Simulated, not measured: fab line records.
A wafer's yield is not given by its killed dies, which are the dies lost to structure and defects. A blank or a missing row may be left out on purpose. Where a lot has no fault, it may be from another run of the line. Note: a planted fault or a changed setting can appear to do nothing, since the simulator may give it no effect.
The tool behind it: which one?	flow berkeley cmos170	45 wafers from 15 lots sampled at 2 of the route's 331 steps

WHAT THE GAUGES SHOWED, per wafer
UCB170_START_THK_MEAS_03. Usual: START_OXIDE_THK typically reads 20.1 nm, with standard deviation 0.36.
lot	measured	on	START_OXIDE_THK (nm)	flag
L370	day 1 16:55	film metro-01	19.8 19.8 20.1	
L373	day 2 05:37	film metro-02	20.2 20.0 19.9	
L376	day 2 19:47	film metro-01	20.5 20.3 20.3	
L375	day 2 19:48	film metro-02	20.1 20.2 19.9	
L379	day 3 13:07	film metro-02	20.7 20.8 21.0	
L381	day 4 02:20	film metro-02	20.6 20.1 20.4	
L383	day 4 10:15	film metro-03	19.9 19.9 19.6	
L384	day 4 10:16	film metro-01	20.1 20.2 20.3	
L385	day 4 18:17	film metro-03	20.2 20.8 19.9	
L386	day 4 22:43	film metro-02	20.4 20.5 20.2	
L387	day 5 07:03	film metro-03	20.2 20.0 20.1	
L389	day 5 16:39	film metro-01	19.5 19.4 19.4	
L390	day 5 16:39	film metro-03	20.0 20.3 20.3	
L391	day 6 02:20	film metro-03	20.0 20.1 20.0	
L392	day 6 02:20	film metro-02	19.8 19.9 19.6	

UCB170_M2_CD_MEAS_90 targets a cd of 700 nm. Usual: cd nm reads 700 nm (standard deviation 3.6).
lot	measured	on	cd nm (nm)	flag
L370	day 9 06:34	cd sem-01	693 690 705	
L373	day 9 07:02	cd sem-01	698 701 700	
L376	day 10 15:49	cd sem-01	703 700 696	
L375	day 10 12:58	cd sem-01	702 700 701	
L379	day 11 02:47	cd sem-02	694 697 698	
L381	day 11 01:58	cd sem-02	703 699 698	
L383	day 11 14:53	cd sem-02	703 697 692	
L384	day 12 17:41	cd sem-01	699 696 701	
L385	day 13 03:29	cd sem-02	704 694 695	
L386	day 13 02:50	cd sem-02	696 696 694	
L387	day 13 04:12	cd sem-01	699 702 703	
L389	day 13 07:56	cd sem-02	698 696 695	
L390	day 13 08:42	cd sem-01	696 694 696	
L391	day 13 12:30	cd sem-01	704 705 703	
L392	day 13 12:17	cd sem-01	697 702 700	

WHICH TOOL RAN EACH LOT (tool, then ch and the chambers of the sampled wafers, then the start)
Record: no process step prior to these readings.

AS READ BY THE TOOLS THEMSELVES (means over the sampled wafers that have a number; for cases with no such wafer, the mark the record gives instead)
The record holds no such reading with a usual standard deviation.

THE ANSWER, worked out from the rows above alone
Rule: lot off if the mean of its wafers having a number is beyond 3 standard deviations from the usual mean. A lot without any number at a reading at which 4 lots or more have one is off too. The other lots that the step has rows for count as sound. First the gauges in route order, then the tools' own readings, where a lot's mean is used as printed above. The first step at which some lot is off is used, and at that step the reading that is off furthest; a lot without a number counts as furthest.
Nothing can be told from this: no lot is off at any reading shown.

WHAT THE SIMULATOR HAD INSERTED
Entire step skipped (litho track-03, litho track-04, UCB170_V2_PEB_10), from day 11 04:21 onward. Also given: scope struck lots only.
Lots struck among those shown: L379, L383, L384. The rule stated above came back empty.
